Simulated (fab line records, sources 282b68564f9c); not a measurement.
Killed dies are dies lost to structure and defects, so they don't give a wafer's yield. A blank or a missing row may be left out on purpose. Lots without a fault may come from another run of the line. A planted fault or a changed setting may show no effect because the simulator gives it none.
Problem report in the 8D (eight disciplines) form, filled by code | flow rit_cmos | the parts of the form that need people (team, actions taken, sign-off) are left out

1. THE PROBLEM
spin_speed_rpm at RIT_PRETRO_COAT_01 reads a mean of 1830.2 rpm on 6 wafers of 2 lots; wafers without a fault read 1999.9 rpm with a standard deviation of 1.2. That is -99 or more standard deviations from the usual mean.
The step: resist thk 1300 nm.
First seen on wafer L281.3, day 4 16:16, on litho_track-01. The record holds 18 wafers of 6 lots with a number at this step. Rule for "out", or "out of limits": more than 4 standard deviations from the usual mean. The other wafers with a number count as sound.

2. WHAT IT IS AND WHAT IT IS NOT
question                    | is                     | is not
which readings at this step | spin_speed_rpm         | -
which lots                  | L281, L282             | L286, L287, L291, L293
which wafers of those lots  | all that have a number | -
read on which tools         | litho_track-01         | litho_track-02, litho_track-04
when                        | from day 4 16:16       | up to then (0 sound wafers); but 12 sound wafers of L286, L287, L291, L293 came after

3. SUSPECTS, AND WHAT RULES EACH OUT
Counting: a tool at a process step up to the reading stays a suspect if it ran every lot that is out and no sound lot after the first of them.
- plasma_asher-03 at RIT_NRETRO_STRIP_09 (strips in O2, time 180 s): ruled out as a lasting fault. Sound lots L286, L287, L293 ran on it after its first lot that is out, L281 (day 4 15:53).
- litho_track-01 at RIT_PRETRO_COAT_01 (resist thk 1300 nm): kept. It ran every lot that is out, first L281 (day 4 16:16), and no sound lot after that. Its own readings are out on those wafers: spin_speed_rpm.
Left after counting: litho_track-01 at RIT_PRETRO_COAT_01.

4. THE CAUSE (what the simulator had put in)
Process parameter drift: litho_track-01, from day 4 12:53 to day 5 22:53, at RIT_PRETRO_COAT_01. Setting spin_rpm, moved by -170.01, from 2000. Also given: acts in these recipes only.
Counting left only this tool.

5. THE CHAIN OF EFFECTS, in route order
Each row: a reading whose mean over the struck wafers that have a number lies more than 3 standard deviations from the usual. Only readings for which the record gives a usual standard deviation are gone through. hours: the time from each lot's start at the first step in this table that gives one to its start at this step, as a median over the lots. sigmas: the change in usual standard deviations.
hours | step               | reading        | usual      | on struck wafers | change | sigmas
0     | RIT_PRETRO_COAT_01 | spin_speed_rpm | 1999.9 rpm | 1830.2           | -169.7 | -99 or more
The process steps in it:
- RIT_PRETRO_COAT_01: resist thk 1300 nm.
Later measuring or inspecting steps at which every struck wafer that the step has a row for has a number for every such reading, and none has moved that far: RIT_PRETRO_OVL_MEAS_06.

6. WHAT WOULD HAVE CAUGHT IT SOONER
In this record the first reading out of limits was taken at day 4 16:16, 3 hours after the fault began at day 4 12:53.
